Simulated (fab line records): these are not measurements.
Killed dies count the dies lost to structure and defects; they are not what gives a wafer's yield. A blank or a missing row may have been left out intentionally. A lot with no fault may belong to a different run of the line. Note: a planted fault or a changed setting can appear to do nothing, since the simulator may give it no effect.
fab line records -- flow berkeley-cmos170
[record] lots = 5, wafers = 23
route steps=331 shown NSD@195 BACKSIDE@199 SDANNEAL@205 CONTACT@226 M1@238 V1@254
start-h: start of the lot's first displayed wafer, in hours after the record's first day -- wait-h: hours since the lot's step before -- " same as the row above -- L1.1+2: one row covering several wafers at once -- - no value present, or no start provided -- * or withheld: withheld -- < > ~ a bound
route shown NAME@n: names a module that has steps shown in the file, with the first one's number in the route -- usual: mean/standard deviation of fault-free wafers -- same: alike in all rows -- chamber/n: place in a boat -- sites: each site's reading -- _std_site: how widely they spread, as a standard deviation -- _edge_site: outer sites' mean less inner sites' -- radius-mm: for every site, how far away it sits from the centre of the wafer -- mask NAME#n: copy n -- behind: the last tool/chamber to shape the wafer -- hold: reason for holding the lot/hours on hold/outcome of the hold -- device: names the non-switching transistor (n, p or np) -- end of line: the tests these same wafers got at the end of their route -- a step given without rows: its recipe and nothing more -- killed: at the first sort, the dies lost to defects and structure; wafer yield is something else -- map: dies across one wafer; x = killed, . = not, _ = none there
set.NAME: the run value of the setting; set.NAME@STEP: its run value at that earlier step -- model.NAME: the simulator's own value behind a step, which no gauge read
lots where settings were altered on purpose, with a table for each step and a row for each wafer
[[steps]]
[step UCB170_NSD_IMPLANT_08]
[recipe] species = P, dose-cm2 = 3e+15, energy-kev = 40, tilt-deg = 7
lot.wafer,tool,chamber,start-h,wait-h,set.energy-kev,model.implant.rp-nm,model.implant.drp-nm
L077.2+3,implanter-03,0,179.05,0.0,40.75,49.19,21.49
L077.4+5+6,implanter-03,0,179.05,0.0,40,48.3,21.16
L078.1+4,implanter-02,0,191.55,0.0,40,47.09,21.16
L078.2+3+5,implanter-02,0,191.55,0.0,42.3,49.76,22.18
L084.1+4+5,implanter-02,0,222.31,0.0,38.08,44.9,20.29
L084.2+6,implanter-02,0,222.31,0.0,40,47.12,21.16
L083.1+2+3,implanter-04,0,222.43,0.0,40,47.81,21.16
L083.5+6,implanter-04,0,222.43,0.0,42.15,50.34,22.12
L082.2+4+5,implanter-04,0,222.72,0.0,40,49,21.16
[step UCB170_NSD_STRIP_09]
[recipe] chemistry = O2, power-w = 400, pressure-mtorr = 3500, platen-temp-c = withheld, o2-flow-sccm = 400, overash-fraction = 0.5
[usual] strip-time-to-endpoint-s = 35.80/0.071
lot.wafer,tool,chamber,start-h,wait-h,set.energy-kev@NSD_IMPLANT_08,strip-time-to-endpoint-s
L077.2,plasma-asher-04,1,179.18,0.1,40.75,36.07
L077.3,plasma-asher-04,0,179.18,0.1,40.75,36.13
L077.4,plasma-asher-04,1,179.18,0.1,40,35.91
L077.5,plasma-asher-04,0,179.18,0.1,40,35.81
L077.6,plasma-asher-04,1,179.18,0.1,40,35.94
L078.1,plasma-asher-04,0,191.70,0.1,40,35.74
L078.2,plasma-asher-04,1,191.70,0.1,42.3,36.56
L078.3,plasma-asher-04,0,191.70,0.1,42.3,36.52
L078.4,plasma-asher-04,1,191.70,0.1,40,35.68
L078.5,plasma-asher-04,1,191.70,0.1,42.3,36.59
L084.1,plasma-asher-01,0,222.46,0.1,38.08,35.15
L084.2,plasma-asher-01,1,222.46,0.1,40,35.81
L084.4,plasma-asher-01,0,222.46,0.1,38.08,35.12
L084.5,plasma-asher-01,0,222.46,0.1,38.08,35.21
L084.6,plasma-asher-01,1,222.46,0.1,40,35.81
L083.1,plasma-asher-02,0,222.58,0.1,40,35.78
L083.2,plasma-asher-02,1,222.58,0.1,40,35.75
L083.3,plasma-asher-02,1,222.58,0.1,40,35.76
L083.5,plasma-asher-02,0,222.58,0.1,42.15,36.43
L083.6,plasma-asher-02,1,222.58,0.1,42.15,36.54
L082.2,plasma-asher-02,0,222.85,0.1,40,35.79
L082.4,plasma-asher-02,0,222.85,0.1,40,35.71
L082.5,plasma-asher-02,1,222.85,0.1,40,35.79
[step UCB170_NSD_TW_MEAS_10]
[usual] NSD_TW = 4174/30
lot.wafer,tool,chamber,start-h,wait-h,set.energy-kev@NSD_IMPLANT_08,NSD_TW
L077.2,film-metro-02,-,179.29,0.1,40.75,4184
L077.3,film-metro-02,-,179.29,0.1,40.75,4196
L077.4,film-metro-02,-,179.29,0.1,40,4157
L077.5,film-metro-02,-,179.29,0.1,40,4201
L077.6,film-metro-02,-,179.29,0.1,40,4185
L078.1,film-metro-04,-,191.80,0.1,40,4190
L078.2,film-metro-04,-,191.80,0.1,42.3,4235
L078.3,film-metro-04,-,191.80,0.1,42.3,4234
L078.4,film-metro-04,-,191.80,0.1,40,4206
L078.5,film-metro-04,-,191.80,0.1,42.3,4263
L084.1,film-metro-03,-,222.56,0.1,38.08,4073
L084.2,film-metro-03,-,222.56,0.1,40,4132
L084.4,film-metro-03,-,222.56,0.1,38.08,4064
L084.5,film-metro-03,-,222.56,0.1,38.08,4094
L084.6,film-metro-03,-,222.56,0.1,40,4108
L083.1,film-metro-02,-,222.68,0.1,40,4166
L083.2,film-metro-02,-,222.68,0.1,40,4177
L083.3,film-metro-02,-,222.68,0.1,40,4147
L083.5,film-metro-02,-,222.68,0.1,42.15,4241
L083.6,film-metro-02,-,222.68,0.1,42.15,4235
L082.2,film-metro-03,-,222.96,0.1,40,4112
L082.4,film-metro-03,-,222.96,0.1,40,4124
L082.5,film-metro-03,-,222.96,0.1,40,4129
[step UCB170_BACKSIDE_HMDS_00]
[recipe] prime-time-s = 60, prime-temp-c = 100
lot.wafer,tool,chamber,start-h,wait-h,set.prime-time-s
L077.2+4+6,litho-track-03,0,179.80,0.1,60
L077.3+5,litho-track-03,0,179.80,0.1,57.52
L078.1+2+3+4+5,litho-track-03,0,192.13,0.1,60
L084.1+2+4+5+6,litho-track-03,0,222.89,0.0,60
L083.1+2,litho-track-02,0,223.12,0.2,64.42
L083.3+5+6,litho-track-02,0,223.12,0.2,60
L082.2+4+5,litho-track-02,0,223.59,0.4,60
[step UCB170_BACKSIDE_COAT_01]
[recipe] resist = KrF, spin-rpm = 1500, resist-thk-nm = 900
[step UCB170_BACKSIDE_SOFTBAKE_02]
[recipe] resist = KrF, temp-c = 130, time-s = 60
[step UCB170_SDANNEAL_RTA_01]
[recipe] temp-c = 1050, time-s = 5, ambient = N2
[step UCB170_SDANNEAL_RS_MEAS_03]
[recipe] thk-meas-gauge = four-point-probe
[usual] NSD_RS = 37.32/0.13
lot.wafer,tool,chamber,start-h,wait-h,set.energy-kev@NSD_IMPLANT_08,NSD_RS[ohm/sq]
L077.2,film-metro-02,-,180.76,0.1,40.75,37.08
L077.3,film-metro-02,-,180.76,0.1,40.75,37.17
L077.4,film-metro-02,-,180.76,0.1,40,37.35
L077.5,film-metro-02,-,180.76,0.1,40,37.51
L077.6,film-metro-02,-,180.76,0.1,40,37.25
L078.1,film-metro-02,-,193.10,0.1,40,37.53
L078.2,film-metro-02,-,193.10,0.1,42.3,36.95
L078.3,film-metro-02,-,193.10,0.1,42.3,36.98
L078.4,film-metro-02,-,193.10,0.1,40,37.56
L078.5,film-metro-02,-,193.10,0.1,42.3,36.83
L084.1,film-metro-02,-,223.90,0.1,38.08,37.92
L084.2,film-metro-02,-,223.90,0.1,40,37.30
L084.4,film-metro-02,-,223.90,0.1,38.08,38.00
L084.5,film-metro-02,-,223.90,0.1,38.08,37.88
L084.6,film-metro-02,-,223.90,0.1,40,37.19
L083.1,film-metro-03,-,224.09,0.1,40,37.27
L083.2,film-metro-03,-,224.09,0.1,40,37.34
L083.3,film-metro-03,-,224.09,0.1,40,37.32
L083.5,film-metro-03,-,224.09,0.1,42.15,36.73
L083.6,film-metro-03,-,224.09,0.1,42.15,36.68
L082.2,film-metro-02,-,224.56,0.1,40,37.34
L082.4,film-metro-02,-,224.56,0.1,40,37.39
L082.5,film-metro-02,-,224.56,0.1,40,37.30
[step UCB170_CONTACT_COAT_10]
[recipe] resist = KrF, spin-rpm = 1500, resist-thk-nm = 900
lot.wafer,tool,chamber,start-h,wait-h,set.resist-thk-nm,model.KrF_of_CONTACT_COAT_10.thk-nm
L077.2,litho-track-01,0,-,-,900,901.4
L077.3,litho-track-01,0,-,-,900,900.2
L077.4,litho-track-01,0,-,-,900,902
L077.5,litho-track-01,0,-,-,948.4,949.4
L077.6,litho-track-01,0,-,-,948.4,949.6
L078.1,litho-track-01,0,-,-,916.1,921.4
L078.2,litho-track-01,0,-,-,900,903.5
L078.3,litho-track-01,0,-,-,916.1,918.4
L078.4,litho-track-01,0,-,-,916.1,917.9
L078.5,litho-track-01,0,-,-,900,901.8
L084.1,litho-track-02,0,-,-,900,902.5
L084.2,litho-track-02,0,-,-,870.8,871.6
L084.4,litho-track-02,0,-,-,870.8,876.1
L084.5,litho-track-02,0,-,-,900,901.4
L084.6,litho-track-02,0,-,-,900,900.7
L083.1,litho-track-01,0,-,-,900,902.6
L083.2,litho-track-01,0,-,-,952.3,953.2
L083.3,litho-track-01,0,-,-,952.3,953.9
L083.5,litho-track-01,0,-,-,900,902.3
L083.6,litho-track-01,0,-,-,952.3,955.8
L082.2,litho-track-01,0,-,-,900,897.1
L082.4,litho-track-01,0,-,-,900,902.4
L082.5,litho-track-01,0,-,-,900,900.9
[step UCB170_CONTACT_SOFTBAKE_11]
[recipe] resist = KrF, temp-c = 130, time-s = 60
[step UCB170_CONTACT_EXPOSE_12]
[recipe] mask-id = CONT, target-cd-nm = 700, na = 0.5, sigma-outer = 0.6, source-shape = conventional, dose-mj = 35
[step UCB170_CONTACT_ETCH_17]
[recipe] chemistry = N2/H2, target-depth-a = withheld, overetch-a = withheld, target = BARC, time-s = withheld, source-w = 500, bias-w = 100, pressure-mtorr = 30, n2-flow-sccm = 100, h2-flow-sccm = 200
[step UCB170_CONTACT_ETCH_18]
[recipe] chemistry = CHF3/CF4/Ar, target = PSG, stop-on = TiSi2, CHF3_flow_sccm = 45, cf4-flow-sccm = 15, Ar_flow_sccm = 150, pressure-mtorr = 200, rf-w = 700, target-depth-a = 8400, over-etch-frac = 0.2, time-s = 195
lot.wafer,tool,chamber,start-h,wait-h,set.resist-thk-nm@CONTACT_COAT_10,model.KrF_of_CONTACT_COAT_10.thk-nm
L077.2,rie-diel-04,2,-,-,900,695.2
L077.3,rie-diel-04,1,-,-,900,699.6
L077.4,rie-diel-04,3,-,-,900,693.1
L077.5,rie-diel-04,0,-,-,948.4,743.1
L077.6,rie-diel-04,3,-,-,948.4,740.7
L078.1,rie-diel-03,2,-,-,916.1,712.4
L078.2,rie-diel-03,1,-,-,900,694.1
L078.3,rie-diel-03,3,-,-,916.1,710
L078.4,rie-diel-03,0,-,-,916.1,713.4
L078.5,rie-diel-03,1,-,-,900,693
L084.1,rie-diel-02,0,-,-,900,688.9
L084.2,rie-diel-02,3,-,-,870.8,665.6
L084.4,rie-diel-02,1,-,-,870.8,666.7
L084.5,rie-diel-02,2,-,-,900,693.7
L084.6,rie-diel-02,3,-,-,900,694.5
L083.1,rie-diel-04,3,-,-,900,695.3
L083.2,rie-diel-04,1,-,-,952.3,747.9
L083.3,rie-diel-04,2,-,-,952.3,746.9
L083.5,rie-diel-04,2,-,-,900,694.9
L083.6,rie-diel-04,3,-,-,952.3,746.5
L082.2,rie-diel-02,2,-,-,900,686.2
L082.4,rie-diel-02,2,-,-,900,691
L082.5,rie-diel-02,1,-,-,900,689.9
[step UCB170_M1_SPUTTER_00]
[recipe] material = Al, target-thk-nm = 600, time-s = 80, power-w = 6000, chamber-pressure-pa = 0.5
lot.wafer,tool,chamber,start-h,wait-h,set.power-w,model.Al_of_M1_SPUTTER_00.thk-nm
L077.2,pvd-sputter-03,-,187.51,0.0,6000,590.7
L077.3,pvd-sputter-03,-,187.51,0.0,5342,537.3
L077.4,pvd-sputter-03,-,187.51,0.0,6000,593.4
L077.5,pvd-sputter-03,-,187.51,0.0,5342,529.5
L077.6,pvd-sputter-03,-,187.51,0.0,5342,524.9
L078.1,pvd-sputter-01,-,198.26,0.0,6000,606.6
L078.2,pvd-sputter-01,-,198.26,0.0,6225,633.2
L078.3,pvd-sputter-01,-,198.26,0.0,6225,629
L078.4,pvd-sputter-01,-,198.26,0.0,6225,633.1
L078.5,pvd-sputter-01,-,198.26,0.0,6000,602.3
L084.1,pvd-sputter-01,-,229.52,0.0,6000,612.2
L084.2,pvd-sputter-01,-,229.52,0.0,6000,603
L084.4,pvd-sputter-01,-,229.52,0.0,6000,606
L084.5,pvd-sputter-01,-,229.52,0.0,6000,601.6
L084.6,pvd-sputter-01,-,229.52,0.0,6000,603.7
L083.1,pvd-sputter-03,-,230.37,0.0,5498,555.1
L083.2,pvd-sputter-03,-,230.37,0.0,6000,609.2
L083.3,pvd-sputter-03,-,230.37,0.0,5498,550.8
L083.5,pvd-sputter-03,-,230.37,0.0,5498,550.5
L083.6,pvd-sputter-03,-,230.37,0.0,6000,604.5
L082.2,pvd-sputter-01,-,230.89,0.0,6000,609.4
L082.4,pvd-sputter-01,-,230.89,0.0,6000,611.3
L082.5,pvd-sputter-01,-,230.89,0.0,6000,613.3
[step UCB170_M1_RS_MEAS_01]
[recipe] thk-meas-gauge = four-point-probe, reads = Al_of_M1_SPUTTER_00
[usual] M1_AL_RS = 0.0483/0.0005
lot.wafer,tool,chamber,start-h,wait-h,set.power-w@M1_SPUTTER_00,M1_AL_RS[ohm/sq]
L077.2,film-metro-03,-,187.59,0.1,6000,0.0492
L077.3,film-metro-03,-,187.59,0.1,5342,0.0543
L077.4,film-metro-03,-,187.59,0.1,6000,0.0491
L077.5,film-metro-03,-,187.59,0.1,5342,0.0551
L077.6,film-metro-03,-,187.59,0.1,5342,0.0556
L078.1,film-metro-03,-,198.32,0.0,6000,0.0479
L078.2,film-metro-03,-,198.32,0.0,6225,0.0459
L078.3,film-metro-03,-,198.32,0.0,6225,0.0462
L078.4,film-metro-03,-,198.32,0.0,6225,0.0460
L078.5,film-metro-03,-,198.32,0.0,6000,0.0483
L084.1,film-metro-02,-,229.58,0.0,6000,0.0476
L084.2,film-metro-02,-,229.58,0.0,6000,0.0484
L084.4,film-metro-02,-,229.58,0.0,6000,0.0481
L084.5,film-metro-02,-,229.58,0.0,6000,0.0484
L084.6,film-metro-02,-,229.58,0.0,6000,0.0483
L083.1,film-metro-03,-,230.43,0.0,5498,0.0525
L083.2,film-metro-03,-,230.43,0.0,6000,0.0477
L083.3,film-metro-03,-,230.43,0.0,5498,0.0529
L083.5,film-metro-03,-,230.43,0.0,5498,0.0530
L083.6,film-metro-03,-,230.43,0.0,6000,0.0482
L082.2,film-metro-02,-,230.97,0.1,6000,0.0479
L082.4,film-metro-02,-,230.97,0.1,6000,0.0478
L082.5,film-metro-02,-,230.97,0.1,6000,0.0475
[step UCB170_M1_THK_MEAS_02]
[recipe] thk-meas-gauge = xrf, reads = Al_of_M1_SPUTTER_00
[usual] M1_AL_THK = 598/5.8
lot.wafer,tool,chamber,start-h,wait-h,set.power-w@M1_SPUTTER_00,M1_AL_THK[nm]
L077.2,film-metro-03,-,187.70,0.1,6000,583
L077.3,film-metro-03,-,187.70,0.1,5342,532
L077.4,film-metro-03,-,187.70,0.1,6000,588
L077.5,film-metro-03,-,187.70,0.1,5342,524
L077.6,film-metro-03,-,187.70,0.1,5342,522
L078.1,film-metro-03,-,198.44,0.1,6000,600
L078.2,film-metro-03,-,198.44,0.1,6225,626
L078.3,film-metro-03,-,198.44,0.1,6225,626
L078.4,film-metro-03,-,198.44,0.1,6225,626
L078.5,film-metro-03,-,198.44,0.1,6000,596
L084.1,film-metro-02,-,229.70,0.1,6000,603
L084.2,film-metro-02,-,229.70,0.1,6000,596
L084.4,film-metro-02,-,229.70,0.1,6000,595
L084.5,film-metro-02,-,229.70,0.1,6000,599
L084.6,film-metro-02,-,229.70,0.1,6000,600
L083.1,film-metro-03,-,230.55,0.1,5498,549
L083.2,film-metro-03,-,230.55,0.1,6000,604
L083.3,film-metro-03,-,230.55,0.1,5498,542
L083.5,film-metro-03,-,230.55,0.1,5498,546
L083.6,film-metro-03,-,230.55,0.1,6000,596
L082.2,film-metro-02,-,231.08,0.1,6000,606
L082.4,film-metro-02,-,231.08,0.1,6000,603
L082.5,film-metro-02,-,231.08,0.1,6000,609
[step UCB170_M1_EXPOSE_06]
[recipe] mask-id = METAL1, target-cd-nm = 700, na = 0.5, sigma-outer = 0.6, source-shape = conventional, dose-mj = 21
lot.wafer,tool,chamber,start-h,wait-h,mask,set.dose-mj
L077.2+6,krf-scanner-02,0,188.58,-,METAL1#0,21
L077.3+4+5,krf-scanner-02,0,188.58,-,METAL1#0,20.08
L078.1+2+3+4+5,krf-scanner-02,0,198.95,-,METAL1#0,21
L084.1+5,krf-scanner-02,0,230.41,-,METAL1#0,19.77
L084.2+4+6,krf-scanner-02,0,230.41,-,METAL1#0,21
L083.1+3+6,krf-scanner-02,0,231.06,-,METAL1#0,21.51
L083.2+5,krf-scanner-02,0,231.06,-,METAL1#0,21
L082.2+4+5,krf-scanner-02,0,231.67,-,METAL1#0,21
[step UCB170_M1_PEB_07]
[recipe] peb-temp-c = 130, peb-time-s = withheld, resist = KrF
[step UCB170_M1_DEVELOP_08]
[recipe] developer = TMAH, develop-time-s = 45, resist = KrF, dev-temp-c = 21
[step UCB170_M1_CD_MEAS_09]
[recipe] target-cd-nm = 700
[usual] cd-nm = 700.2/1.4
lot.wafer,tool,chamber,start-h,wait-h,set.dose-mj@M1_EXPOSE_06,cd-nm
L077.2,cd-sem-02,-,189.52,-,21,698.8
L077.3,cd-sem-02,-,189.52,-,20.08,708.6
L077.4,cd-sem-02,-,189.52,-,20.08,708.3
L077.5,cd-sem-02,-,189.52,-,20.08,708.7
L077.6,cd-sem-02,-,189.52,-,21,698.9
L078.1,cd-sem-01,-,199.34,-,21,699.5
L078.2,cd-sem-01,-,199.34,-,21,698.8
L078.3,cd-sem-01,-,199.34,-,21,701.3
L078.4,cd-sem-01,-,199.34,-,21,698.7
L078.5,cd-sem-01,-,199.34,-,21,699.1
L084.1,cd-sem-01,-,230.80,-,19.77,709.3
L084.2,cd-sem-01,-,230.80,-,21,699.9
L084.4,cd-sem-01,-,230.80,-,21,698.4
L084.5,cd-sem-01,-,230.80,-,19.77,707.9
L084.6,cd-sem-01,-,230.80,-,21,700.0
L083.1,cd-sem-02,-,231.53,-,21.51,697.3
L083.2,cd-sem-02,-,231.53,-,21,701.8
L083.3,cd-sem-02,-,231.53,-,21.51,695.6
L083.5,cd-sem-02,-,231.53,-,21,701.1
L083.6,cd-sem-02,-,231.53,-,21.51,696.0
L082.2,cd-sem-02,-,232.11,-,21,698.9
L082.4,cd-sem-02,-,232.11,-,21,700.5
L082.5,cd-sem-02,-,232.11,-,21,699.3
[step UCB170_M1_ETCH_11]
[recipe] chemistry = N2/H2, target-depth-a = withheld, overetch-a = withheld, target = BARC, time-s = withheld, source-w = 500, bias-w = 100, pressure-mtorr = 30, n2-flow-sccm = 100, h2-flow-sccm = 200
lot.wafer,tool,chamber,start-h,wait-h,set.dose-mj@M1_EXPOSE_06,model.M1.cd-nm
L077.2,rie-diel-03,3,189.65,0.0,21,699
L077.3+5,rie-diel-03,"2,0",189.65,0.0,20.08,708.9
L077.4,rie-diel-03,0,189.65,0.0,20.08,708.2
L077.6,rie-diel-03,3,189.65,0.0,21,698.9
L078.1,rie-diel-03,3,199.49,0.0,21,699.3
L078.2,rie-diel-03,2,199.49,0.0,21,699.6
L078.3,rie-diel-03,0,199.49,0.0,21,701.5
L078.4,rie-diel-03,1,199.49,0.0,21,698.9
L078.5,rie-diel-03,1,199.49,0.0,21,699
L084.1,rie-diel-02,2,230.96,0.0,19.77,710
L084.2,rie-diel-02,0,230.96,0.0,21,699.5
L084.4,rie-diel-02,0,230.96,0.0,21,698.7
L084.5,rie-diel-02,2,230.96,0.0,19.77,708.6
L084.6,rie-diel-02,1,230.96,0.0,21,699.7
L083.1,rie-diel-01,3,231.68,0.0,21.51,697.7
L083.2,rie-diel-01,0,231.68,0.0,21,701.1
L083.3,rie-diel-01,2,231.68,0.0,21.51,694.4
L083.5,rie-diel-01,1,231.68,0.0,21,700
L083.6,rie-diel-01,2,231.68,0.0,21.51,695.1
L082.2,rie-diel-01,0,232.24,0.0,21,697.7
L082.4,rie-diel-01,2,232.24,0.0,21,699.3
L082.5,rie-diel-01,2,232.24,0.0,21,698.5
[step UCB170_M1_METAL_ETCH_12]
[recipe] chemistry = Cl2/BCl3, target = Al, stop-on = PSG, pressure-mtorr = 12, target-depth-a = 7800, over-etch-frac = 0.3, time-s = 130, icp-w = 600, bias-w = 120, Cl2_flow_sccm = 90, bcl3-flow-sccm = 45
lot.wafer,tool,chamber,start-h,wait-h,set.dose-mj@M1_EXPOSE_06,model.M1.cd-nm
L077.2,rie-metal-03,1,189.70,-,21,697.6
L077.3,rie-metal-03,1,189.70,-,20.08,707.5
L077.4,rie-metal-03,0,189.70,-,20.08,710.3
L077.5,rie-metal-03,0,189.70,-,20.08,712.2
L077.6,rie-metal-03,1,189.70,-,21,697.4
L078.1,rie-metal-01,0,199.54,-,21,696.8
L078.2,rie-metal-01,1,199.54,-,21,699.1
L078.3,rie-metal-01,0,199.54,-,21,698.5
L078.4,rie-metal-01,1,199.54,-,21,699.4
L078.5,rie-metal-01,0,199.54,-,21,697.2
L084.1,rie-metal-03,0,231.00,-,19.77,711.4
L084.2,rie-metal-03,1,231.00,-,21,696.6
L084.4,rie-metal-03,1,231.00,-,21,695.5
L084.5,rie-metal-03,1,231.00,-,19.77,705.7
L084.6,rie-metal-03,0,231.00,-,21,701
L083.1,rie-metal-01,0,231.73,-,21.51,694.7
L083.2,rie-metal-01,1,231.73,-,21,698.7
L083.3,rie-metal-01,0,231.73,-,21.51,691
L083.5,rie-metal-01,0,231.73,-,21,697.1
L083.6,rie-metal-01,1,231.73,-,21.51,693.1
L082.2,rie-metal-03,1,232.28,-,21,695.4
L082.4,rie-metal-03,0,232.28,-,21,702.3
L082.5,rie-metal-03,0,232.28,-,21,701.2
[step UCB170_M1_STRIP_13]
[recipe] chemistry = O2, power-w = 400, pressure-mtorr = 3500, platen-temp-c = withheld, o2-flow-sccm = 400, overash-fraction = 0.5
[step UCB170_M1_CD_MEAS_90]
[recipe] target-cd-nm = 700
[usual] cd-nm = 699.7/2.8
lot.wafer,tool,chamber,start-h,wait-h,set.dose-mj@M1_EXPOSE_06,cd-nm
L077.2,cd-sem-02,-,189.95,0.1,21,697.5
L077.3,cd-sem-02,-,189.95,0.1,20.08,707.7
L077.4,cd-sem-02,-,189.95,0.1,20.08,710.2
L077.5,cd-sem-02,-,189.95,0.1,20.08,712.2
L077.6,cd-sem-02,-,189.95,0.1,21,697.4
L078.1,cd-sem-01,-,199.77,0.1,21,696.8
L078.2,cd-sem-01,-,199.77,0.1,21,699.2
L078.3,cd-sem-01,-,199.77,0.1,21,698.3
L078.4,cd-sem-01,-,199.77,0.1,21,699.3
L078.5,cd-sem-01,-,199.77,0.1,21,697.3
L084.1,cd-sem-01,-,231.23,0.1,19.77,711.4
L084.2,cd-sem-01,-,231.23,0.1,21,696.4
L084.4,cd-sem-01,-,231.23,0.1,21,695.7
L084.5,cd-sem-01,-,231.23,0.1,19.77,705.9
L084.6,cd-sem-01,-,231.23,0.1,21,701.1
L083.1,cd-sem-01,-,231.96,0.1,21.51,694.8
L083.2,cd-sem-01,-,231.96,0.1,21,698.7
L083.3,cd-sem-01,-,231.96,0.1,21.51,691.1
L083.5,cd-sem-01,-,231.96,0.1,21,697.3
L083.6,cd-sem-01,-,231.96,0.1,21.51,693.1
L082.2,cd-sem-02,-,232.54,0.1,21,695.3
L082.4,cd-sem-02,-,232.54,0.1,21,702.3
L082.5,cd-sem-02,-,232.54,0.1,21,701.3
[step UCB170_V1_CVD_00]
[recipe] material = SiO2, target-thk-nm = 2000, temp-c = 390, precursor = TEOS/O2, time-s = 250, rf-w = 550, pressure-mtorr = 9000
lot.wafer,tool,chamber,start-h,wait-h,set.rf-w,model.SiO2_of_V1_CVD_00.thk-nm
L077.2,pecvd-01,1,191.38,0.0,550,1997
L077.3,pecvd-01,0,191.38,0.0,550,-
L077.4,pecvd-01,0,191.38,0.0,610.8,-
L077.5,pecvd-01,1,191.38,0.0,610.8,2077
L077.6,pecvd-01,2,191.38,0.0,550,2025
L078.1,pecvd-04,0,201.22,0.0,550,1989
L078.2+4+5,pecvd-04,"2,1,0",201.22,0.0,550,-
L078.3,pecvd-04,1,201.22,0.0,550,1992
L084.1,pecvd-01,0,232.69,0.0,485.3,1916
L084.2,pecvd-01,2,232.69,0.0,485.3,1907
L084.4,pecvd-01,0,232.69,0.0,485.3,1974
L084.5,pecvd-01,1,232.69,0.0,550,2024
L084.6,pecvd-01,2,232.69,0.0,550,2029
L082.2,pecvd-01,1,234.02,0.0,550,1977
L082.4,pecvd-01,2,234.02,0.0,550,1995
L082.5,pecvd-01,0,234.02,0.0,550,2025
L083.1,pecvd-04,2,234.02,0.0,550,-
L083.2,pecvd-04,2,234.02,0.0,523.9,-
L083.3,pecvd-04,2,234.02,0.0,523.9,1980
L083.5,pecvd-04,2,234.02,0.0,550,2018
L083.6,pecvd-04,2,234.02,0.0,550,2000
[step UCB170_V1_ETCH_14]
[recipe] chemistry = CHF3/CF4/Ar, target = SiO2, stop-on = Al, CHF3_flow_sccm = 45, cf4-flow-sccm = 15, Ar_flow_sccm = 150, pressure-mtorr = 200, rf-w = 700, target-depth-a = 12500, over-etch-frac = 0.25, time-s = 291
lot.wafer,tool,chamber,start-h,wait-h,set.rf-w,set.power-w@M1_SPUTTER_00,model.Al_of_M1_SPUTTER_00.thk-nm
L077.2,rie-diel-03,2,193.40,0.0,700,6000,590.7
L077.3,rie-diel-03,0,193.40,0.0,754.5,5342,536.4
L077.4,rie-diel-03,3,193.40,0.0,700,6000,593.4
L077.5,rie-diel-03,1,193.40,0.0,700,5342,529.5
L077.6,rie-diel-03,2,193.40,0.0,754.5,5342,523.8
L078.1,rie-diel-04,1,203.22,0.0,668.9,6000,606.6
L078.2,rie-diel-04,2,203.22,0.0,700,6225,633.2
L078.3,rie-diel-04,3,203.22,0.0,668.9,6225,629
L078.4,rie-diel-04,0,203.22,0.0,700,6225,633
L078.5,rie-diel-04,1,203.22,0.0,668.9,6000,602.3
L084.1,rie-diel-01,2,234.68,0.0,700,6000,612.1
L084.2,rie-diel-01,3,234.68,0.0,700,6000,603
L084.4,rie-diel-01,0,234.68,0.0,700,6000,605.9
L084.5,rie-diel-01,3,234.68,0.0,700,6000,601.6
L084.6,rie-diel-01,2,234.68,0.0,700,6000,603.5
L082.2,rie-diel-01,2,236.29,0.0,700,6000,609.3
L082.4,rie-diel-01,0,236.29,0.0,700,6000,611.1
L082.5,rie-diel-01,3,236.29,0.0,700,6000,613.3
L083.1,rie-diel-04,2,236.67,0.0,619,5498,555.1
L083.2,rie-diel-04,0,236.67,0.0,619,6000,609.2
L083.3,rie-diel-04,3,236.67,0.0,619,5498,550.8
L083.5,rie-diel-04,0,236.67,0.0,700,5498,550.3
L083.6,rie-diel-04,1,236.67,0.0,700,6000,604.5
[[key]]
[split] step = UCB170_NSD_IMPLANT_08, setting = energy-kev, stated = 40, by = wafer
[response] step = UCB170_NSD_IMPLANT_08, reading = model.implant.rp-nm, change = +0.467, per = 1%, r = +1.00
[response] step = UCB170_NSD_IMPLANT_08, reading = model.implant.drp-nm, change = +0.179, per = 1%, r = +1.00
[response] step = UCB170_NSD_STRIP_09, reading = strip-time-to-endpoint-s, change = *, per = 1%, r = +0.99
[response] step = UCB170_NSD_TW_MEAS_10, reading = NSD_TW, change = +10, per = 1%, r = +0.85
[response] step = UCB170_SDANNEAL_RS_MEAS_03, reading = NSD_RS, change = -0.119, per = 1%, r = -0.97
[split] step = UCB170_BACKSIDE_HMDS_00, setting = prime-time-s, stated = 60, by = wafer
response none clear
[split] step = UCB170_CONTACT_COAT_10, setting = resist-thk-nm, stated = 900, by = wafer
[response] step = UCB170_CONTACT_COAT_10, reading = model.KrF_of_CONTACT_COAT_10.thk-nm, change = +8.9, per = 1%, r = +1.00
[response] step = UCB170_CONTACT_ETCH_18, reading = model.KrF_of_CONTACT_COAT_10.thk-nm, change = +8.73, per = 1%, r = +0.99
[split] step = UCB170_M1_SPUTTER_00, setting = power-w, stated = 6000, by = wafer
[response] step = UCB170_M1_SPUTTER_00, reading = model.Al_of_M1_SPUTTER_00.thk-nm, change = +6.04, per = 1%, r = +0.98
[response] step = UCB170_M1_RS_MEAS_01, reading = M1_AL_RS, change = -0.000553, per = 1%, r = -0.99
[response] step = UCB170_M1_THK_MEAS_02, reading = M1_AL_THK, change = +5.92, per = 1%, r = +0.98
[response] step = UCB170_V1_ETCH_14, reading = model.Al_of_M1_SPUTTER_00.thk-nm, change = +6.08, per = 1%, r = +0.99
[split] step = UCB170_M1_EXPOSE_06, setting = dose-mj, stated = 21, by = wafer
[response] step = UCB170_M1_CD_MEAS_09, reading = cd-nm, change = -1.83, per = 1%, r = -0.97
[response] step = UCB170_M1_ETCH_11, reading = model.M1.cd-nm, change = -1.9, per = 1%, r = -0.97
[response] step = UCB170_M1_METAL_ETCH_12, reading = model.M1.cd-nm, change = -2.19, per = 1%, r = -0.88
[response] step = UCB170_M1_CD_MEAS_90, reading = cd-nm, change = -2.21, per = 1%, r = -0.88
[split] step = UCB170_V1_CVD_00, setting = rf-w, stated = 550, by = wafer
[response] step = UCB170_V1_CVD_00, reading = model.SiO2_of_V1_CVD_00.thk-nm, change = +7.27, per = 1%, r = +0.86
[split] step = UCB170_V1_ETCH_14, setting = rf-w, stated = 700, by = wafer
response none clear
